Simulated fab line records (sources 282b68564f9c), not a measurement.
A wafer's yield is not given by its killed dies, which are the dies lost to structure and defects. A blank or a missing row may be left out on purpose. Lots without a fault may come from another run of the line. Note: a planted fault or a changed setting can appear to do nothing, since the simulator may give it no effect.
fab line records :: flow ritCmos
record:
  lots: 6
  wafers: 18
  lastDay: 6
route steps=202 shown ACTIVE@1 M1@202
lots that met no fault: from a run of the same line without faults
startH: start of the lot's first displayed wafer, in hours after the record's first day :: waitH: hours from the lot's prior step to this one :: " the same as in the row above :: L1.1+2: a row that stands for several wafers :: - either no value or no given start :: * or withheld: withheld :: < > ~ a bound
route shown NAME@n: a module of which the file shows steps, and the number in the route of the first :: usual: mean/standard deviation taken from wafers without a fault :: same: alike in all rows :: chamber/n: place in a boat :: sites: each site's reading :: _std_site: how widely they spread, as a standard deviation :: _edge_site: the outer-site mean with the inner-site mean subtracted :: radiusMm: how far each site lies from the wafer's centre :: mask NAME#n: copy n :: behind: the most recent tool/chamber to have shaped the wafer :: hold: why the lot was held/for how many hours/how that ended :: device: the n, p or np transistor that did not switch :: end of line: tests of these same wafers at the route's end :: a step with no rows: only its recipe :: killed: the dies lost at the first sort to structure and to defects; this is not the yield of the wafer :: map: per-die view of a wafer (x killed, . not killed, _ where there is no die)
set.NAME: setting as actually run; set.NAME@STEP: the setting as run at that earlier step :: model.NAME: the simulator's own value behind a step, which no gauge read
a table for each step, a row for each wafer; lots at some steps of the route
services: a tool's chamber out of use, with start hour (startH, from the record's first day; less than 0 if before it), hours out, and reason
== steps ==
step: RIT_ACTIVE_BOW_MEAS_00
recipe:
  mode: bow
usual:
  INCOMING_BOW: 0/6.4
lot.wafer: L302.1
tool: filmMetro-04
chamber: -
startH: 10.00
waitH: -
INCOMING_BOW[um]: 8

lot.wafer: L302.5
tool: filmMetro-04
chamber: -
startH: 10.00
waitH: -
INCOMING_BOW[um]: 10

lot.wafer: L302.6
tool: filmMetro-04
chamber: -
startH: 10.00
waitH: -
INCOMING_BOW[um]: -4

lot.wafer: L305.2
tool: filmMetro-02
chamber: -
startH: 25.02
waitH: -
INCOMING_BOW[um]: -2

lot.wafer: L305.5
tool: filmMetro-02
chamber: -
startH: 25.02
waitH: -
INCOMING_BOW[um]: -9

lot.wafer: L305.6
tool: filmMetro-02
chamber: -
startH: 25.02
waitH: -
INCOMING_BOW[um]: 2

lot.wafer: L307.1
tool: filmMetro-02
chamber: -
startH: 35.00
waitH: -
INCOMING_BOW[um]: -7

lot.wafer: L307.3
tool: filmMetro-02
chamber: -
startH: 35.00
waitH: -
INCOMING_BOW[um]: 5

lot.wafer: L307.4
tool: filmMetro-02
chamber: -
startH: 35.00
waitH: -
INCOMING_BOW[um]: 6

lot.wafer: L310.3
tool: filmMetro-03
chamber: -
startH: 50.04
waitH: -
INCOMING_BOW[um]: -9

lot.wafer: L310.4
tool: filmMetro-03
chamber: -
startH: 50.04
waitH: -
INCOMING_BOW[um]: 1

lot.wafer: L310.6
tool: filmMetro-03
chamber: -
startH: 50.04
waitH: -
INCOMING_BOW[um]: 14

lot.wafer: L320.1
tool: filmMetro-03
chamber: -
startH: 100.00
waitH: -
INCOMING_BOW[um]: -7

lot.wafer: L320.4
tool: filmMetro-03
chamber: -
startH: 100.00
waitH: -
INCOMING_BOW[um]: -3

lot.wafer: L320.6
tool: filmMetro-03
chamber: -
startH: 100.00
waitH: -
INCOMING_BOW[um]: -13

lot.wafer: L321.1
tool: filmMetro-02
chamber: -
startH: 105.00
waitH: -
INCOMING_BOW[um]: 5

lot.wafer: L321.4
tool: filmMetro-02
chamber: -
startH: 105.00
waitH: -
INCOMING_BOW[um]: 2

lot.wafer: L321.5
tool: filmMetro-02
chamber: -
startH: 105.00
waitH: -
INCOMING_BOW[um]: 5
step: RIT_ACTIVE_OXIDATION_01
recipe:
  tempC: 1000
  ambient: O2
  targetThkA: 468
  oxTimeS: 3360
step: RIT_ACTIVE_THK_MEAS_02
recipe:
  reads: SiO2_of_ACTIVE_OXIDATION_01
usual:
  ACTIVE_OXIDE_THK: 46.5/0.74
lot.wafer: L302.1
tool: filmMetro-03
chamber: -
startH: 12.05
waitH: 0.0
ACTIVE_OXIDE_THK[nm]: 46.6

lot.wafer: L302.5
tool: filmMetro-03
chamber: -
startH: 12.05
waitH: 0.0
ACTIVE_OXIDE_THK[nm]: 46.0

lot.wafer: L302.6
tool: filmMetro-03
chamber: -
startH: 12.05
waitH: 0.0
ACTIVE_OXIDE_THK[nm]: 45.9

lot.wafer: L305.2
tool: filmMetro-02
chamber: -
startH: 27.06
waitH: 0.0
ACTIVE_OXIDE_THK[nm]: 45.8

lot.wafer: L305.5
tool: filmMetro-02
chamber: -
startH: 27.06
waitH: 0.0
ACTIVE_OXIDE_THK[nm]: 45.8

lot.wafer: L305.6
tool: filmMetro-02
chamber: -
startH: 27.06
waitH: 0.0
ACTIVE_OXIDE_THK[nm]: 45.6

lot.wafer: L307.1
tool: filmMetro-04
chamber: -
startH: 37.05
waitH: 0.0
ACTIVE_OXIDE_THK[nm]: 46.9

lot.wafer: L307.3
tool: filmMetro-04
chamber: -
startH: 37.05
waitH: 0.0
ACTIVE_OXIDE_THK[nm]: 46.8

lot.wafer: L307.4
tool: filmMetro-04
chamber: -
startH: 37.05
waitH: 0.0
ACTIVE_OXIDE_THK[nm]: 46.6

lot.wafer: L310.3
tool: filmMetro-02
chamber: -
startH: 52.07
waitH: 0.0
ACTIVE_OXIDE_THK[nm]: 46.5

lot.wafer: L310.4
tool: filmMetro-02
chamber: -
startH: 52.07
waitH: 0.0
ACTIVE_OXIDE_THK[nm]: 46.4

lot.wafer: L310.6
tool: filmMetro-02
chamber: -
startH: 52.07
waitH: 0.0
ACTIVE_OXIDE_THK[nm]: 45.2

lot.wafer: L320.1
tool: filmMetro-04
chamber: -
startH: 103.22
waitH: 0.0
ACTIVE_OXIDE_THK[nm]: 46.7

lot.wafer: L320.4
tool: filmMetro-04
chamber: -
startH: 103.22
waitH: 0.0
ACTIVE_OXIDE_THK[nm]: 46.2

lot.wafer: L320.6
tool: filmMetro-04
chamber: -
startH: 103.22
waitH: 0.0
ACTIVE_OXIDE_THK[nm]: 46.8

lot.wafer: L321.1
tool: filmMetro-04
chamber: -
startH: 109.07
waitH: 0.0
ACTIVE_OXIDE_THK[nm]: 46.2

lot.wafer: L321.4
tool: filmMetro-04
chamber: -
startH: 109.07
waitH: 0.0
ACTIVE_OXIDE_THK[nm]: 45.3

lot.wafer: L321.5
tool: filmMetro-04
chamber: -
startH: 109.07
waitH: 0.0
ACTIVE_OXIDE_THK[nm]: 45.9
step: RIT_ACTIVE_CVD_03
recipe:
  material: Si3N4
  targetThkNm: 150
  tempC: 810
  precursor: SiH2Cl2/NH3
  timeS: 1500
  pressureMtorr: 300
  sih2cl2FlowSccm: 60
  nh3FlowSccm: 150
step: RIT_ACTIVE_THK_MEAS_04
recipe:
  reads: Si3N4_of_ACTIVE_CVD_03
usual:
  ACTIVE_NITRIDE_THK: 149.9/1.5
lot.wafer: L302.1
tool: filmMetro-04
chamber: -
startH: 13.53
waitH: 0.0
ACTIVE_NITRIDE_THK[nm]: 151.5

lot.wafer: L302.5
tool: filmMetro-04
chamber: -
startH: 13.53
waitH: 0.0
ACTIVE_NITRIDE_THK[nm]: 151.2

lot.wafer: L302.6
tool: filmMetro-04
chamber: -
startH: 13.53
waitH: 0.0
ACTIVE_NITRIDE_THK[nm]: 151.6

lot.wafer: L305.2
tool: filmMetro-03
chamber: -
startH: 28.86
waitH: 0.0
ACTIVE_NITRIDE_THK[nm]: 150.4

lot.wafer: L305.5
tool: filmMetro-03
chamber: -
startH: 28.86
waitH: 0.0
ACTIVE_NITRIDE_THK[nm]: 149.4

lot.wafer: L305.6
tool: filmMetro-03
chamber: -
startH: 28.86
waitH: 0.0
ACTIVE_NITRIDE_THK[nm]: 150.5

lot.wafer: L307.1
tool: filmMetro-02
chamber: -
startH: 38.53
waitH: 0.0
ACTIVE_NITRIDE_THK[nm]: 147.0

lot.wafer: L307.3
tool: filmMetro-02
chamber: -
startH: 38.53
waitH: 0.0
ACTIVE_NITRIDE_THK[nm]: 147.8

lot.wafer: L307.4
tool: filmMetro-02
chamber: -
startH: 38.53
waitH: 0.0
ACTIVE_NITRIDE_THK[nm]: 148.3

lot.wafer: L310.3
tool: filmMetro-02
chamber: -
startH: 53.55
waitH: 0.0
ACTIVE_NITRIDE_THK[nm]: 148.0

lot.wafer: L310.4
tool: filmMetro-02
chamber: -
startH: 53.55
waitH: 0.0
ACTIVE_NITRIDE_THK[nm]: 149.3

lot.wafer: L310.6
tool: filmMetro-02
chamber: -
startH: 53.55
waitH: 0.0
ACTIVE_NITRIDE_THK[nm]: 149.1

lot.wafer: L320.1
tool: filmMetro-04
chamber: -
startH: 104.70
waitH: 0.0
ACTIVE_NITRIDE_THK[nm]: 148.9

lot.wafer: L320.4
tool: filmMetro-04
chamber: -
startH: 104.70
waitH: 0.0
ACTIVE_NITRIDE_THK[nm]: 149.5

lot.wafer: L320.6
tool: filmMetro-04
chamber: -
startH: 104.70
waitH: 0.0
ACTIVE_NITRIDE_THK[nm]: 148.7

lot.wafer: L321.1
tool: filmMetro-03
chamber: -
startH: 110.55
waitH: 0.0
ACTIVE_NITRIDE_THK[nm]: 148.3

lot.wafer: L321.4
tool: filmMetro-03
chamber: -
startH: 110.55
waitH: 0.0
ACTIVE_NITRIDE_THK[nm]: 149.5

lot.wafer: L321.5
tool: filmMetro-03
chamber: -
startH: 110.55
waitH: 0.0
ACTIVE_NITRIDE_THK[nm]: 149.8
step: RIT_ACTIVE_HMDS_05
recipe:
  primeTimeS: 60
  primeTempC: 140
step: RIT_ACTIVE_COAT_06
recipe:
  resist: NOVOLAK
  spinRpm: 3250
  resistThkNm: 1000
usual:
  spinSpeedRpm: 3250.1/2
lot.wafer: L302.1
tool: lithoTrack-03
chamber: 0
startH: 13.74
waitH: 0.1
spinSpeedRpm: 3250.8
model.NOVOLAK_of_ACTIVE_COAT_06.thkNm: 1002

lot.wafer: L302.5
tool: lithoTrack-03
chamber: 0
startH: 13.74
waitH: 0.1
spinSpeedRpm: 3249.5
model.NOVOLAK_of_ACTIVE_COAT_06.thkNm: 1001

lot.wafer: L302.6
tool: lithoTrack-03
chamber: 0
startH: 13.74
waitH: 0.1
spinSpeedRpm: 3250.0
model.NOVOLAK_of_ACTIVE_COAT_06.thkNm: 1004

lot.wafer: L305.2
tool: lithoTrack-02
chamber: 0
startH: 29.09
waitH: 0.1
spinSpeedRpm: 3252.7
model.NOVOLAK_of_ACTIVE_COAT_06.thkNm: 1007

lot.wafer: L305.5
tool: lithoTrack-02
chamber: 0
startH: 29.09
waitH: 0.1
spinSpeedRpm: 3251.6
model.NOVOLAK_of_ACTIVE_COAT_06.thkNm: 1006

lot.wafer: L305.6
tool: lithoTrack-02
chamber: 0
startH: 29.09
waitH: 0.1
spinSpeedRpm: 3251.3
model.NOVOLAK_of_ACTIVE_COAT_06.thkNm: 1006

lot.wafer: L307.1
tool: lithoTrack-04
chamber: 0
startH: 38.99
waitH: 0.1
spinSpeedRpm: 3248.4
model.NOVOLAK_of_ACTIVE_COAT_06.thkNm: 1003

lot.wafer: L307.3
tool: lithoTrack-04
chamber: 0
startH: 38.99
waitH: 0.1
spinSpeedRpm: 3251.1
model.NOVOLAK_of_ACTIVE_COAT_06.thkNm: 1003

lot.wafer: L307.4
tool: lithoTrack-04
chamber: 0
startH: 38.99
waitH: 0.1
spinSpeedRpm: 3251.5
model.NOVOLAK_of_ACTIVE_COAT_06.thkNm: 1001

lot.wafer: L310.3
tool: lithoTrack-02
chamber: 0
startH: 53.79
waitH: 0.1
spinSpeedRpm: 3249.9
model.NOVOLAK_of_ACTIVE_COAT_06.thkNm: 1002

lot.wafer: L310.4
tool: lithoTrack-02
chamber: 0
startH: 53.79
waitH: 0.1
spinSpeedRpm: 3255.3
model.NOVOLAK_of_ACTIVE_COAT_06.thkNm: 1003

lot.wafer: L310.6
tool: lithoTrack-02
chamber: 0
startH: 53.79
waitH: 0.1
spinSpeedRpm: 3251.0
model.NOVOLAK_of_ACTIVE_COAT_06.thkNm: 1006

lot.wafer: L320.1
tool: lithoTrack-03
chamber: 0
startH: 104.91
waitH: 0.1
spinSpeedRpm: 3200.5
model.NOVOLAK_of_ACTIVE_COAT_06.thkNm: 1006

lot.wafer: L320.4
tool: lithoTrack-03
chamber: 0
startH: 104.91
waitH: 0.1
spinSpeedRpm: 3200.0
model.NOVOLAK_of_ACTIVE_COAT_06.thkNm: 1008

lot.wafer: L320.6
tool: lithoTrack-03
chamber: 0
startH: 104.91
waitH: 0.1
spinSpeedRpm: 3201.9
model.NOVOLAK_of_ACTIVE_COAT_06.thkNm: 1010

lot.wafer: L321.1
tool: lithoTrack-03
chamber: 0
startH: 110.76
waitH: 0.1
spinSpeedRpm: 3201.3
model.NOVOLAK_of_ACTIVE_COAT_06.thkNm: 1012

lot.wafer: L321.4
tool: lithoTrack-03
chamber: 0
startH: 110.76
waitH: 0.1
spinSpeedRpm: 3202.7
model.NOVOLAK_of_ACTIVE_COAT_06.thkNm: 1009

lot.wafer: L321.5
tool: lithoTrack-03
chamber: 0
startH: 110.76
waitH: 0.1
spinSpeedRpm: 3204.5
model.NOVOLAK_of_ACTIVE_COAT_06.thkNm: 1013
step: RIT_ACTIVE_SOFTBAKE_07
recipe:
  resist: NOVOLAK
  tempC: 90
  timeS: 60
step: RIT_ACTIVE_EXPOSE_08
recipe:
  maskId: M1
  na: 0.6
  sourceShape: conventional
  sigmaOuter: 0.6
  targetCdNm: 1400
  doseMj: 225
step: RIT_ACTIVE_PEB_09
recipe:
  resist: NOVOLAK
  tempC: withheld
  timeS: withheld
step: RIT_ACTIVE_DEVELOP_10
recipe:
  resist: NOVOLAK
  developTimeS: 48.72
  devTempC: 23
step: RIT_ACTIVE_CD_MEAS_11
recipe:
  targetCdNm: 1400
usual:
  cdNm: 1400.0/2.2
lot.wafer: L302.1
tool: cdSem-01
chamber: -
startH: 14.56
waitH: -
cdNm: 1398.1

lot.wafer: L302.5
tool: cdSem-01
chamber: -
startH: 14.56
waitH: -
cdNm: 1397.2

lot.wafer: L302.6
tool: cdSem-01
chamber: -
startH: 14.56
waitH: -
cdNm: 1397.6

lot.wafer: L305.2
tool: cdSem-01
chamber: -
startH: 29.91
waitH: -
cdNm: 1399.9

lot.wafer: L305.5
tool: cdSem-01
chamber: -
startH: 29.91
waitH: -
cdNm: 1396.8

lot.wafer: L305.6
tool: cdSem-01
chamber: -
startH: 29.91
waitH: -
cdNm: 1398.6

lot.wafer: L307.1
tool: cdSem-01
chamber: -
startH: 39.82
waitH: -
cdNm: 1396.3

lot.wafer: L307.3
tool: cdSem-01
chamber: -
startH: 39.82
waitH: -
cdNm: 1398.4

lot.wafer: L307.4
tool: cdSem-01
chamber: -
startH: 39.82
waitH: -
cdNm: 1399.0

lot.wafer: L310.3
tool: cdSem-02
chamber: -
startH: 54.60
waitH: -
cdNm: 1401.5

lot.wafer: L310.4
tool: cdSem-02
chamber: -
startH: 54.60
waitH: -
cdNm: 1401.7

lot.wafer: L310.6
tool: cdSem-02
chamber: -
startH: 54.60
waitH: -
cdNm: 1399.4

lot.wafer: L320.1
tool: cdSem-02
chamber: -
startH: 105.61
waitH: -
cdNm: 1401.7

lot.wafer: L320.4
tool: cdSem-02
chamber: -
startH: 105.61
waitH: -
cdNm: 1399.3

lot.wafer: L320.6
tool: cdSem-02
chamber: -
startH: 105.61
waitH: -
cdNm: 1401.6

lot.wafer: L321.1
tool: cdSem-01
chamber: -
startH: 111.58
waitH: -
cdNm: 1399.1

lot.wafer: L321.4
tool: cdSem-01
chamber: -
startH: 111.58
waitH: -
cdNm: 1400.2

lot.wafer: L321.5
tool: cdSem-01
chamber: -
startH: 111.58
waitH: -
cdNm: 1398.4
step: RIT_ACTIVE_HARDBAKE_12
recipe:
  resist: NOVOLAK
  tempC: 140
  timeS: 60
step: RIT_ACTIVE_ETCH_13
recipe:
  stopOn: SiO2
  chemistry: SF6
  target: Si3N4
  timeS: 210
  overEtchFrac: 0.4
  SF6_flow_sccm: 200
  pressureMtorr: 260
  rfW: 125
  targetDepthA: 2100
usual:
  drypumpMotorCurrentA: 5.7/0.63
  oesProductAu: 0.826/0.01
  throttleValvePct: 7.44/0.11
lot.wafer: L302.1
tool: rieDiel-04
chamber: 3
startH: 14.83
waitH: 0.1
drypumpMotorCurrentA: 5.3
oesProductAu: 0.818
rfHoursCounterH: 34
throttleValvePct: 7.61
model.NOVOLAK_of_ACTIVE_COAT_06.thkNm: 661.5

lot.wafer: L302.5
tool: rieDiel-04
chamber: 1
startH: 14.83
waitH: 0.1
drypumpMotorCurrentA: 5.6
oesProductAu: 0.812
rfHoursCounterH: -
throttleValvePct: 7.56
model.NOVOLAK_of_ACTIVE_COAT_06.thkNm: 658.4

lot.wafer: L302.6
tool: rieDiel-04
chamber: 0
startH: 14.83
waitH: 0.1
drypumpMotorCurrentA: 5.3
oesProductAu: 0.825
rfHoursCounterH: -
throttleValvePct: 7.41
model.NOVOLAK_of_ACTIVE_COAT_06.thkNm: 665.5

lot.wafer: L305.2
tool: rieDiel-01
chamber: 2
startH: 30.16
waitH: 0.1
drypumpMotorCurrentA: 5.0
oesProductAu: 0.828
rfHoursCounterH: 40
throttleValvePct: 7.47
model.NOVOLAK_of_ACTIVE_COAT_06.thkNm: 662.7

lot.wafer: L305.5
tool: rieDiel-01
chamber: 2
startH: 30.16
waitH: 0.1
drypumpMotorCurrentA: 5.0
oesProductAu: 0.829
rfHoursCounterH: -
throttleValvePct: 7.46
model.NOVOLAK_of_ACTIVE_COAT_06.thkNm: 661

lot.wafer: L305.6
tool: rieDiel-01
chamber: 1
startH: 30.16
waitH: 0.1
drypumpMotorCurrentA: 5.8
oesProductAu: 0.834
rfHoursCounterH: -
throttleValvePct: 7.39
model.NOVOLAK_of_ACTIVE_COAT_06.thkNm: 664.7

lot.wafer: L307.1
tool: rieDiel-04
chamber: 2
startH: 40.09
waitH: 0.1
drypumpMotorCurrentA: 6.3
oesProductAu: 0.805
rfHoursCounterH: 140
throttleValvePct: 7.56
model.NOVOLAK_of_ACTIVE_COAT_06.thkNm: 657.3

lot.wafer: L307.3
tool: rieDiel-04
chamber: 3
startH: 40.09
waitH: 0.1
drypumpMotorCurrentA: 5.3
oesProductAu: 0.815
rfHoursCounterH: 34
throttleValvePct: 7.62
model.NOVOLAK_of_ACTIVE_COAT_06.thkNm: 661.2

lot.wafer: L307.4
tool: rieDiel-04
chamber: 2
startH: 40.09
waitH: 0.1
drypumpMotorCurrentA: 6.3
oesProductAu: 0.799
rfHoursCounterH: -
throttleValvePct: 7.54
model.NOVOLAK_of_ACTIVE_COAT_06.thkNm: 654.8

lot.wafer: L310.3
tool: rieDiel-01
chamber: 2
startH: 54.83
waitH: 0.1
drypumpMotorCurrentA: 5.0
oesProductAu: 0.827
rfHoursCounterH: 40
throttleValvePct: 7.48
model.NOVOLAK_of_ACTIVE_COAT_06.thkNm: 657

lot.wafer: L310.4
tool: rieDiel-01
chamber: 2
startH: 54.83
waitH: 0.1
drypumpMotorCurrentA: 5.0
oesProductAu: 0.834
rfHoursCounterH: -
throttleValvePct: 7.49
model.NOVOLAK_of_ACTIVE_COAT_06.thkNm: 657.5

lot.wafer: L310.6
tool: rieDiel-01
chamber: 0
startH: 54.83
waitH: 0.1
drypumpMotorCurrentA: 4.8
oesProductAu: 0.822
rfHoursCounterH: -
throttleValvePct: 7.31
model.NOVOLAK_of_ACTIVE_COAT_06.thkNm: 658.4

lot.wafer: L320.1
tool: rieDiel-01
chamber: 2
startH: 105.88
waitH: 0.1
drypumpMotorCurrentA: 5.0
oesProductAu: 0.839
rfHoursCounterH: 41
throttleValvePct: 7.49
model.NOVOLAK_of_ACTIVE_COAT_06.thkNm: 660.3

lot.wafer: L320.4
tool: rieDiel-01
chamber: 3
startH: 105.88
waitH: 0.1
drypumpMotorCurrentA: 6.3
oesProductAu: 0.813
rfHoursCounterH: 39
throttleValvePct: 7.41
model.NOVOLAK_of_ACTIVE_COAT_06.thkNm: 663.4

lot.wafer: L320.6
tool: rieDiel-01
chamber: 0
startH: 105.88
waitH: 0.1
drypumpMotorCurrentA: 4.8
oesProductAu: 0.819
rfHoursCounterH: -
throttleValvePct: 7.32
model.NOVOLAK_of_ACTIVE_COAT_06.thkNm: 663.7

lot.wafer: L321.1
tool: rieDiel-04
chamber: 1
startH: 111.85
waitH: 0.1
drypumpMotorCurrentA: 5.7
oesProductAu: 0.820
rfHoursCounterH: 1
throttleValvePct: 7.55
model.NOVOLAK_of_ACTIVE_COAT_06.thkNm: 665.3

lot.wafer: L321.4
tool: rieDiel-04
chamber: 0
startH: 111.85
waitH: 0.1
drypumpMotorCurrentA: 5.3
oesProductAu: 0.837
rfHoursCounterH: 53
throttleValvePct: 7.43
model.NOVOLAK_of_ACTIVE_COAT_06.thkNm: 667.6

lot.wafer: L321.5
tool: rieDiel-04
chamber: 0
startH: 111.85
waitH: 0.1
drypumpMotorCurrentA: 5.4
oesProductAu: 0.832
rfHoursCounterH: -
throttleValvePct: 7.43
model.NOVOLAK_of_ACTIVE_COAT_06.thkNm: 669.9
step: RIT_ACTIVE_STRIP_14
recipe:
  chemistry: O2
  timeS: 180
  resist: NOVOLAK
  platenTempC: withheld
  powerW: 500
  pressureMtorr: 4000
  o2FlowSccm: 4000
usual:
  drypumpMotorCurrentA: 5.6/0.63
lot.wafer: L302.1
tool: plasmaAsher-02
chamber: 0
startH: 14.97
waitH: 0.1
drypumpMotorCurrentA: 5.7
rfHoursCounterH: 24

lot.wafer: L302.5
tool: plasmaAsher-02
chamber: 0
startH: 14.97
waitH: 0.1
drypumpMotorCurrentA: 5.7
rfHoursCounterH: -

lot.wafer: L302.6
tool: plasmaAsher-02
chamber: 1
startH: 14.97
waitH: 0.1
drypumpMotorCurrentA: 4.7
rfHoursCounterH: -

lot.wafer: L305.2
tool: plasmaAsher-02
chamber: 0
startH: 30.29
waitH: 0.1
drypumpMotorCurrentA: 5.7
rfHoursCounterH: 25

lot.wafer: L305.5
tool: plasmaAsher-02
chamber: 1
startH: 30.29
waitH: 0.1
drypumpMotorCurrentA: 4.7
rfHoursCounterH: -

lot.wafer: L305.6
tool: plasmaAsher-02
chamber: 0
startH: 30.29
waitH: 0.1
drypumpMotorCurrentA: 5.7
rfHoursCounterH: -

lot.wafer: L307.1
tool: plasmaAsher-04
chamber: 0
startH: 40.22
waitH: 0.1
drypumpMotorCurrentA: 5.0
rfHoursCounterH: 39

lot.wafer: L307.3
tool: plasmaAsher-04
chamber: 0
startH: 40.22
waitH: 0.1
drypumpMotorCurrentA: 5.0
rfHoursCounterH: -

lot.wafer: L307.4
tool: plasmaAsher-04
chamber: 1
startH: 40.22
waitH: 0.1
drypumpMotorCurrentA: 6.2
rfHoursCounterH: -

lot.wafer: L310.3
tool: plasmaAsher-01
chamber: 1
startH: 55.03
waitH: 0.1
drypumpMotorCurrentA: 6.1
rfHoursCounterH: -

lot.wafer: L310.4
tool: plasmaAsher-01
chamber: 0
startH: 55.03
waitH: 0.1
drypumpMotorCurrentA: 6.3
rfHoursCounterH: -

lot.wafer: L310.6
tool: plasmaAsher-01
chamber: 0
startH: 55.03
waitH: 0.1
drypumpMotorCurrentA: 6.4
rfHoursCounterH: -

lot.wafer: L320.1
tool: plasmaAsher-04
chamber: 0
startH: 106.01
waitH: 0.1
drypumpMotorCurrentA: 5.0
rfHoursCounterH: 46

lot.wafer: L320.4
tool: plasmaAsher-04
chamber: 1
startH: 106.01
waitH: 0.1
drypumpMotorCurrentA: 6.2
rfHoursCounterH: -

lot.wafer: L320.6
tool: plasmaAsher-04
chamber: 0
startH: 106.01
waitH: 0.1
drypumpMotorCurrentA: 5.0
rfHoursCounterH: -

lot.wafer: L321.1
tool: plasmaAsher-04
chamber: 0
startH: 111.99
waitH: 0.1
drypumpMotorCurrentA: 5.0
rfHoursCounterH: 47

lot.wafer: L321.4
tool: plasmaAsher-04
chamber: 0
startH: 111.99
waitH: 0.1
drypumpMotorCurrentA: 5.0
rfHoursCounterH: -

lot.wafer: L321.5
tool: plasmaAsher-04
chamber: 0
startH: 111.99
waitH: 0.1
drypumpMotorCurrentA: 5.0
rfHoursCounterH: -
step: RIT_M1_PROBE_99
usual:
  killed_at_M0_to_M3: 0.0/0.12
  killedAtContacts: 0.1/0.24
  killedAtFrontEnd: 7/3.1
  killedDies: 7/3.1
  killedOpen: 3.6/2.1
  killedShort: 3.2/2
same:
  grossDies: 264
  killed_at_M4_up: 0
  killedAtBackSide: 0
  killedAtOther: 0
lot.wafer: L302.1
tool: prober-02
chamber: -
startH: 57.93
waitH: 0.1
killed_at_M0_to_M3: 0
killedAtContacts: 0
killedAtFrontEnd: 4
killedDies: 4
killedOpen: 2
killedShort: 2

lot.wafer: L302.5
tool: prober-02
chamber: -
startH: 58.13
waitH: 0.2
killed_at_M0_to_M3: 0
killedAtContacts: 0
killedAtFrontEnd: 5
killedDies: 5
killedOpen: 4
killedShort: 1

lot.wafer: L302.6
tool: prober-02
chamber: -
startH: 58.18
waitH: 0.2
killed_at_M0_to_M3: 0
killedAtContacts: 0
killedAtFrontEnd: 8
killedDies: 8
killedOpen: 3
killedShort: 5

lot.wafer: L305.2
tool: prober-01
chamber: -
startH: 72.08
waitH: 0.1
killed_at_M0_to_M3: 0
killedAtContacts: 1
killedAtFrontEnd: 7
killedDies: 8
killedOpen: 6
killedShort: 2

lot.wafer: L305.5
tool: prober-01
chamber: -
startH: 72.23
waitH: 0.2
killed_at_M0_to_M3: 0
killedAtContacts: 0
killedAtFrontEnd: 10
killedDies: 10
killedOpen: 7
killedShort: 3

lot.wafer: L305.6
tool: prober-01
chamber: -
startH: 72.28
waitH: 0.2
killed_at_M0_to_M3: 0
killedAtContacts: 0
killedAtFrontEnd: 8
killedDies: 8
killedOpen: 2
killedShort: 6

lot.wafer: L321.1
tool: prober-01
chamber: -
startH: 155.58
waitH: 0.1
killed_at_M0_to_M3: 0
killedAtContacts: 1
killedAtFrontEnd: 6
killedDies: 7
killedOpen: 6
killedShort: 1

lot.wafer: L321.4
tool: prober-01
chamber: -
startH: 155.73
waitH: 0.2
killed_at_M0_to_M3: 0
killedAtContacts: 0
killedAtFrontEnd: 6
killedDies: 6
killedOpen: 3
killedShort: 3

lot.wafer: L321.5
tool: prober-01
chamber: -
startH: 155.78
waitH: 0.2
killed_at_M0_to_M3: 0
killedAtContacts: 0
killedAtFrontEnd: 10
killedDies: 10
killedOpen: 4
killedShort: 6
killed by level:class
L302.1 REOX:geometricParticle:short=1 SPACER:geometricParticle:open=1 SPACER:geometricParticle:short=1 SILICIDE:geometricParticle:open=1
L302.5 FOX1:geometricParticle:open=1 FOX2:geometricParticle:open=1 GATE:geometricParticle:short=1 GATE:geometricParticle:open=1 SILICIDE:geometricParticle:open=1
L302.6 FOX1:geometricParticle:short=2 GATE:geometricParticle:open=2 GATE:geometricParticle:short=1 REOX:geometricParticle:open=1 REOX:geometricParticle:short=1 SPACER:geometricParticle:short=1
L305.2 FOX1:geometricParticle:open=2 GATE:geometricParticle:open=2 REOX:geometricParticle:open=1 REOX:geometricParticle:short=1 SPACER:geometricParticle:open=1 CONTACT:geometricParticle:short=1
L305.5 FOX1:geometricParticle:open=3 GATE:geometricParticle:open=3 FOX1:geometricParticle:short=2 REOX:geometricParticle:short=1 SPACER:geometricParticle:open=1
L305.6 FOX1:geometricParticle:short=2 GATE:geometricParticle:short=2 FOX1:geometricParticle:open=1 SPACER:geometricParticle:short=1 SPACER:geometricParticle:open=1 SILICIDE:geometricParticle:short=1
L321.1 GATE:geometricParticle:open=2 FOX1:geometricParticle:open=1 REOX:geometricParticle:open=1 SPACER:geometricParticle:short=1 SILICIDE:geometricParticle:open=1 CONTACT:geometricParticle:open=1
L321.4 FOX1:geometricParticle:open=1 FOX1:geometricParticle:short=1 FOX2:geometricParticle:open=1 GATE:geometricParticle:short=1 SPACER:geometricParticle:short=1 SPACER:geometricParticle:open=1
L321.5 GATE:geometricParticle:short=2 SILICIDE:geometricParticle:short=2 SILICIDE:geometricParticle:open=2 FOX1:geometricParticle:open=1 REOX:geometricParticle:short=1 SPACER:geometricParticle:open=1 SPACER:geometricParticle:short=1
== services ==
tool: plasmaAsher-02
chamber: -
startH: -9.85
hours: 1.6
kind: repair

tool: rieDiel-04
chamber: 1
startH: 28.25
hours: 9.1
kind: repair

tool: rieDiel-04
chamber: 3
startH: 29.67
hours: 4.2
kind: repair

tool: rieDiel-04
chamber: 1
startH: 37.36
hours: -
kind: clean

tool: rieDiel-04
chamber: 1
startH: 37.36
hours: 24.8
kind: scheduledDown

tool: rieDiel-04
chamber: 1
startH: 37.36
hours: 24.8
kind: ventCycle

tool: rieDiel-01
chamber: 1
startH: 50.65
hours: 7.4
kind: repair

tool: plasmaAsher-01
chamber: -
startH: 108.75
hours: 9.0
kind: pm

tool: plasmaAsher-01
chamber: 0
startH: 108.75
hours: 9.0
kind: ventCycle

tool: plasmaAsher-01
chamber: 1
startH: 108.75
hours: 9.0
kind: ventCycle

tool: rieDiel-01
chamber: 0
startH: 109.31
hours: 18.7
kind: repair
== key ==
firstSign:
  step: RIT_ACTIVE_COAT_06
  reading: spinSpeedRpm
  direction: down
  sigmas: 25
  usual: 3250.1
  struck: 3201.8
effect none on later readings
modelEffect:
  step: RIT_ACTIVE_COAT_06
  value: NOVOLAK_of_ACTIVE_COAT_06.thkNm
  without: 1002
  struck: 1010
modelEffect:
  step: RIT_ACTIVE_ETCH_13
  value: NOVOLAK_of_ACTIVE_COAT_06.thkNm
  without: 658.4
  struck: 665
metAt RIT_ACTIVE_COAT_06
struckWafers L320.1,L320.4,L320.6,L321.1,L321.4,L321.5
testerLeftOut L320,L321
onsetBetween 13.74 104.91
fault:
  kind: processParameterDrift
  tool: lithoTrack-03
  chamber: -
  onsetH: 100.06
  steps: RIT_ACTIVE_COAT_06
  channel: spinRpm
  offset: -48.982
  shape: step
  endH: 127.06
  actsIn: theseRecipesOnly
  stated: 3250
testerLeftOut: of these lots the tester's yield and bins aren't shown, on N5 and GAA mostly nor the transistor test; their killed dies are dies lost to structure and defects alone, not to doping, threshold or leakage, so they don't give the yield
